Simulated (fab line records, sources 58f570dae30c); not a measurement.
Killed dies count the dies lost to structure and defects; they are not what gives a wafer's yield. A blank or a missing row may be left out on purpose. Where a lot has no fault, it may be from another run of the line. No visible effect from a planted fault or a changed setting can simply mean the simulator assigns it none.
Which of the tools did it? + flow berkeley cmos170 + 14 lots, 42 wafers sampled, at 6 steps of a route of 331

== WHAT THE GAUGES READ, wafer by wafer ==
UCB170_NWELL_TW_MEAS_16. Usual: NWELL_TW gives 1251 (standard deviation 11).
| lot  | measured    | on            | NWELL_TW       | flag |
|------|-------------|---------------|----------------|------|
| L534 | day 2 03:29 | film metro-03 | 1241 1232 1234 |      |
| L535 | day 2 12:04 | film metro-03 | 1241 1239 1243 |      |
| L537 | day 3 01:08 | film metro-02 | 1257 1256 1258 |      |
| L539 | day 3 11:48 | film metro-02 | 1263 1261 1259 |      |
| L540 | day 3 16:06 | film metro-02 | 1265 1259 1259 |      |
| L542 | day 3 19:53 | film metro-04 | 1238 1244 1245 |      |
| L543 | day 4 01:11 | film metro-04 | 1243 1239 1243 |      |
| L545 | day 4 13:28 | film metro-04 | 1242 1242 1246 |      |
| L546 | day 4 18:07 | film metro-03 | 1250 1244 1243 |      |
| L547 | day 5 03:01 | film metro-02 | 1258 1261 1264 |      |
| L550 | day 5 13:05 | film metro-02 | 1260 1262 1259 |      |
| L552 | day 6 00:17 | film metro-02 | 1262 1265 1266 |      |
| L553 | day 6 04:23 | film metro-04 | 1235 1230 1234 |      |
| L555 | day 6 12:40 | film metro-03 | 1249 1249 1241 |      |

UCB170_FIELD_THK_MEAS_91. Usual: FIELD_OXIDE_LEFT_2_THK gives 350 nm (standard deviation 12).
| lot  | measured    | on            | FIELD_OXIDE_LEFT_2_THK (nm) | flag |
|------|-------------|---------------|-----------------------------|------|
| L534 | day 5 03:35 | film metro-01 | 352 344 354                 |      |
| L535 | day 5 13:45 | film metro-01 | 328 321 325                 |      |
| L537 | day 6 02:29 | film metro-03 | 367 362 363                 |      |
| L539 | day 6 13:41 | film metro-02 | 322 331 323                 |      |
| L540 | day 6 13:20 | film metro-01 | 339 346 345                 |      |
| L542 | day 6 14:27 | film metro-03 | 355 350 347                 |      |
| L543 | day 7 02:28 | film metro-02 | 340 333 343                 |      |
| L545 | day 7 20:32 | film metro-03 | 351 347 358                 |      |
| L546 | day 7 20:08 | film metro-02 | 353 345 351                 |      |
| L547 | day 8 04:22 | film metro-02 | 359 364 360                 |      |
| L550 | day 9 03:31 | film metro-01 | 350 344 340                 |      |
| L552 | day 9 08:37 | film metro-01 | 351 352 354                 |      |
| L553 | day 9 09:20 | film metro-02 | 359 361 365                 |      |
| L555 | day 9 20:36 | film metro-03 | 359 350 353                 |      |

UCB170_GATE_THK_MEAS_05. Usual: GATE_POLY_THK gives 213.3 nm (standard deviation 2).
| lot  | measured     | on            | GATE_POLY_THK (nm)                  | flag |
|------|--------------|---------------|-------------------------------------|------|
| L534 | day 5 13:26  | film metro-01 | 212.9 212.3 212.6                   |      |
| L535 | day 5 23:59  | film metro-02 | 217.3 217.3 216.5                   |      |
| L537 | day 6 14:15  | film metro-01 | 215.0 214.5 215.7                   |      |
| L539 | day 6 22:14  | film metro-02 | 211.4 212.8 210.5                   |      |
| L540 | day 6 22:14  | film metro-04 | 216.5 213.5 211.6                   |      |
| L542 | day 6 22:16  | film metro-01 | 211.5 211.4 210.8                   |      |
| L543 | day 7 14:46  | film metro-01 | 215.1 213.6 215.2                   |      |
| L545 | day 8 06:31  | film metro-01 | 252.3 251.3 251.4 252.3 251.1 251.5 | OFF  |
| L546 | day 8 06:30  | film metro-02 | 249.0 250.2 250.2 249.4 250.4 250.2 | OFF  |
| L547 | day 8 17:07  | film metro-02 | 211.7 213.4 214.3                   |      |
| L550 | day 9 15:35  | film metro-02 | 212.8 212.5 212.8                   |      |
| L552 | day 9 19:32  | film metro-02 | 212.9 214.9 214.9                   |      |
| L553 | day 9 19:37  | film metro-02 | 215.0 215.4 215.1                   |      |
| L555 | day 10 04:56 | film metro-02 | 214.1 213.6 213.7                   |      |

UCB170_PSD_TW_MEAS_10. Usual: PSD_TW gives 2329 (standard deviation 26).
| lot  | measured     | on            | PSD_TW         | flag |
|------|--------------|---------------|----------------|------|
| L534 | day 6 04:22  | film metro-01 | 2369 2351 2354 |      |
| L535 | day 6 12:20  | film metro-04 | 2314 2304 2302 |      |
| L537 | day 7 01:04  | film metro-03 | 2310 2330 2317 |      |
| L539 | day 7 10:06  | film metro-03 | 2329 2354 2333 |      |
| L540 | day 7 09:55  | film metro-04 | 2285 2274 2298 |      |
| L542 | day 7 10:16  | film metro-04 | 2294 2267 2285 |      |
| L543 | day 8 03:17  | film metro-03 | 2333 2333 2345 |      |
| L545 | day 8 18:53  | film metro-03 | 2329 2341 2343 |      |
| L546 | day 8 18:45  | film metro-04 | 2321 2308 2308 |      |
| L547 | day 9 06:12  | film metro-03 | 2325 2327 2325 |      |
| L550 | day 10 05:05 | film metro-03 | 2337 2340 2324 |      |
| L552 | day 10 06:35 | film metro-03 | 2336 2344 2334 |      |
| L553 | day 10 06:58 | film metro-01 | 2364 2358 2359 |      |
| L555 | day 10 17:26 | film metro-01 | 2365 2364 2357 |      |

== WHAT TOOL EACH LOT RAN ON (gives the tool, then ch and the chambers of the sampled wafers, and finally the start) ==
| lot  | UCB170_GATE_CVD_04          | UCB170_GATE_ETCH_15             |
|------|-----------------------------|---------------------------------|
| L534 | lpcvd-02 ch 1, day 5 12:02  | rie si-02 ch 1,2, day 5 14:59   |
| L535 | lpcvd-01 ch 1, day 5 22:34  | rie si-02 ch 0,3, day 6 01:49   |
| L537 | lpcvd-01 ch 1, day 6 12:51  | rie si-01 ch 1,2, day 6 15:31   |
| L539 | lpcvd-02 ch 0, day 6 20:50  | rie si-02 ch 0,1,3, day 6 23:29 |
| L540 | lpcvd-02 ch 1, day 6 20:50  | rie si-02 ch 1,2, day 6 23:42   |
| L542 | lpcvd-02 ch 1, day 6 20:50  | rie si-01 ch 0,1, day 6 23:35   |
| L543 | lpcvd-01 ch 1, day 7 13:22  | rie si-02 ch 0,1,3, day 7 16:05 |
| L545 | lpcvd-02 ch 1, day 8 05:06  | rie si-01 ch 0,2, day 8 09:10   |
| L546 | lpcvd-02 ch 0, day 8 05:06  | rie si-02 ch 0,2,3, day 8 11:26 |
| L547 | lpcvd-01 ch 1, day 8 15:43  | rie si-02 ch 1,2,3, day 8 18:20 |
| L550 | lpcvd-01 ch 0, day 9 14:10  | rie si-02 ch 1,2, day 9 17:07   |
| L552 | lpcvd-01 ch 1, day 9 18:08  | rie si-01 ch 1,2,3, day 9 21:00 |
| L553 | lpcvd-01 ch 0, day 9 18:08  | rie si-02 ch 0,1,2, day 9 21:12 |
| L555 | lpcvd-01 ch 0, day 10 03:31 | rie si-02 ch 2,3, day 10 06:29  |
- UCB170_GATE_CVD_04: deposits poly-Si from SiH4, time 1440 s, target thk 214 nm.
- UCB170_GATE_ETCH_15: etches poly-Si in HBr/Cl2, stops on SiO2, time 56.3 s, target depth 278.2 nm.

== AS READ BY THE TOOLS THEMSELVES (means over the sampled wafers that have a number; for cases with no such wafer, the mark the record gives instead) ==
UCB170_GATE_CVD_04. Usual: spike tc centre C 612.7 C, standard deviation 1.2; spike tc load C 631.4 C, standard deviation 2.8; susceptor temp C 609.97 C, standard deviation 0.29.
| lot  | tool     | spike tc centre C (C) | spike tc load C (C) | susceptor temp C (C) | flag |
|------|----------|-----------------------|---------------------|----------------------|------|
| L534 | lpcvd-02 | 612.8                 | 637.1               | 610.33               |      |
| L535 | lpcvd-01 | 611.7                 | 631.8               | 609.96               |      |
| L537 | lpcvd-01 | 611.7                 | 631.1               | 609.92               |      |
| L539 | lpcvd-02 | 613.6                 | 630.0               | 609.95               |      |
| L540 | lpcvd-02 | 611.9                 | 637.3               | 610.20               |      |
| L542 | lpcvd-02 | 612.1                 | 636.9               | 610.26               |      |
| L543 | lpcvd-01 | 611.2                 | 631.0               | 610.06               |      |
| L545 | lpcvd-02 | 618.4                 | 643.6               | 617.26               | OFF  |
| L546 | lpcvd-02 | 620.6                 | 636.6               | 616.61               | OFF  |
| L547 | lpcvd-01 | 612.2                 | 631.8               | 610.06               |      |
| L550 | lpcvd-01 | 614.5                 | 629.0               | 609.75               |      |
| L552 | lpcvd-01 | 612.2                 | 631.8               | 609.94               |      |
| L553 | lpcvd-01 | 613.5                 | 629.8               | 609.83               |      |
| L555 | lpcvd-01 | 613.3                 | 629.6               | 609.67               |      |

UCB170_GATE_ETCH_15. Usual: HBr_flow_sccm 150.0 sccm, standard deviation 0.44; drypump motor current A 5.8 A, standard deviation 0.42; oes product au 0.826 a.u., standard deviation 0.016; throttle valve pct 26.45 %, standard deviation 0.21.
| lot  | tool      | HBr_flow_sccm (sccm) | drypump motor current A (A) | oes product au (a.u.) | throttle valve pct (%) | flag |
|------|-----------|----------------------|-----------------------------|-----------------------|------------------------|------|
| L534 | rie si-02 | 150.1                | 5.8                         | 0.823                 | 26.33                  |      |
| L535 | rie si-02 | 150.3                | 5.7                         | 0.840                 | 26.42                  |      |
| L537 | rie si-01 | 149.6                | 6.2                         | 0.840                 | 26.56                  |      |
| L539 | rie si-02 | 149.7                | 5.7                         | 0.822                 | 26.30                  |      |
| L540 | rie si-02 | 150.4                | 5.8                         | 0.831                 | 26.33                  |      |
| L542 | rie si-01 | 150.1                | 5.8                         | 0.834                 | 26.57                  |      |
| L543 | rie si-02 | 150.2                | 5.7                         | 0.830                 | 26.31                  |      |
| L545 | rie si-01 | 149.7                | 6.2                         | 0.925                 | 26.45                  | OFF  |
| L546 | rie si-02 | 150.8                | 5.5                         | 0.909                 | 26.36                  | OFF  |
| L547 | rie si-02 | 149.9                | 5.8                         | 0.829                 | 26.45                  |      |
| L550 | rie si-02 | 150.4                | 5.7                         | 0.818                 | 26.39                  |      |
| L552 | rie si-01 | 149.9                | 6.0                         | 0.836                 | 26.57                  |      |
| L553 | rie si-02 | 150.2                | 5.6                         | 0.816                 | 26.22                  |      |
| L555 | rie si-02 | 150.1                | 5.7                         | 0.821                 | 26.52                  |      |

== THE ANSWER, worked out from the rows above alone ==
Rule: a lot is off if the mean of its wafers that have a number lies more than 3 standard deviations from the usual mean. A lot without any number at a reading at which 4 lots or more have one is off too. The other lots that the step has rows for count as sound. After the gauges, taken in route order, come the tools' own readings; for these a lot's mean is taken, as printed above. At the first step where some lot is off, the reading lying furthest off is the one used; lots without a number count as furthest.
Off: L545, L546, seen at UCB170_GATE_THK_MEAS_05 (GATE_POLY_THK).
A tool fits if, at a process step before that reading, it ran every lot that is off, and no sound lot after the first of them. Not tried: the gauges at UCB170_GATE_THK_MEAS_05; whatever is off there is also off at UCB170_GATE_CVD_04, on other tools, and gauge error can't account for it. One fits: lpcvd-02 at UCB170_GATE_CVD_04. Its last sound lot is L539 (day 6 20:50), its first lot that is off L545 (day 8 05:06): a fault that began between those two fits.
The tool's own readings at UCB170_GATE_CVD_04 bear it out: on the lots that are off they differ by more than 5 times the standard deviation of the sound lots' means. spike tc centre C reads 619.5 C there against 612.6 C on the sound lots; susceptor temp C reads 616.93 C there against 609.99 C on the sound lots.

== WHAT THE SIMULATOR HAD PUT IN ==
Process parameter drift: lpcvd-02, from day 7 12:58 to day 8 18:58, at UCB170_GATE_CVD_04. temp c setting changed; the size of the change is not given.
Shown lots that were struck: L545, L546. Same finding as the rule above.
